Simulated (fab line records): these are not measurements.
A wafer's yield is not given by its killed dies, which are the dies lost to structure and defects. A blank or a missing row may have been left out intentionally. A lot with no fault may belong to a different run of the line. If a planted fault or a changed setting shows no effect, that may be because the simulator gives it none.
The tool behind it: which one? + flow rit cmos + Sampling: 13 lots, 39 wafers, 2 of 202 route steps

== WHAT EACH GAUGE READ, for each wafer ==
No reading from a measuring or inspecting step in the record can be judged against a usual standard deviation.

== EACH LOT AND THE TOOL THAT RAN IT (in order: tool; ch and the chambers of the sampled wafers; start) ==
| lot  | RIT_SPACER_CLEAN_00            | RIT_M1_PROBE_99        |
|------|--------------------------------|------------------------|
| L450 | wet bench-02 ch 0, day 2 23:59 | -                      |
| L452 | wet bench-03 ch 3, day 3 07:11 | -                      |
| L455 | wet bench-03 ch 2, day 3 22:31 | -                      |
| L456 | wet bench-03 ch 2, day 4 09:01 | -                      |
| L457 | wet bench-03 ch 3, day 4 11:48 | -                      |
| L458 | wet bench-03 ch 0, day 4 12:05 | -                      |
| L459 | wet bench-03 ch 0, day 4 21:21 | prober-02, day 5 10:51 |
| L460 | wet bench-01 ch 0, day 5 03:34 | -                      |
| L461 | wet bench-03 ch 3, day 5 07:50 | -                      |
| L466 | wet bench-03 ch 1, day 6 04:58 | prober-01, day 6 19:27 |
| L471 | wet bench-01 ch 0, day 7 16:33 | -                      |
| L473 | wet bench-02 ch 3, day 7 19:06 | -                      |
| L472 | wet bench-02 ch 3, day 7 19:20 | -                      |
- RIT_SPACER_CLEAN_00: cleans in SC1, time 600 s.
- RIT_M1_PROBE_99

== AS READ BY THE TOOLS THEMSELVES (means over the sampled wafers that have a number; for cases with no such wafer, the mark the record gives instead) ==
RIT_M1_PROBE_99.
| lot  | tool      | killed at contacts | killed at front end | killed dies | killed on rim | killed open | killed short |
|------|-----------|--------------------|---------------------|-------------|---------------|-------------|--------------|
| L459 | prober-02 | 0.0                | 4.3                 | 4.3         | 1.3           | 1.3         | 3.0          |
| L466 | prober-01 | 0.0                | 29.7                | 29.7        | 9.7           | 4.3         | 2.7          |

== THE ANSWER, worked out from the rows above alone ==
Rule: usual is defined by the lots themselves. Put in order of their means at a reading, lots are off if they are a third of the lots or fewer, leave a main group of 4 or more, and stand apart from it by a gap of 3 or more times the standard deviation of the main group's means; of several such gaps the widest counts. A main group is skipped when, at the precision printed for the reading in the tables above, its means are all equal. A lot without any number at a reading at which 4 lots or more have one is off too. All remaining lots with rows at the step are treated as sound. Order of review: gauges by route order, followed by the tools' own readings, for which a lot's mean as printed above is used. The first step at which some lot is off is used, and at that step the reading that is off furthest; a lot without a number counts as furthest.
Across all readings shown, no lot is off: no conclusion can be drawn from this.

== WHAT THE SIMULATOR HAD INSERTED ==
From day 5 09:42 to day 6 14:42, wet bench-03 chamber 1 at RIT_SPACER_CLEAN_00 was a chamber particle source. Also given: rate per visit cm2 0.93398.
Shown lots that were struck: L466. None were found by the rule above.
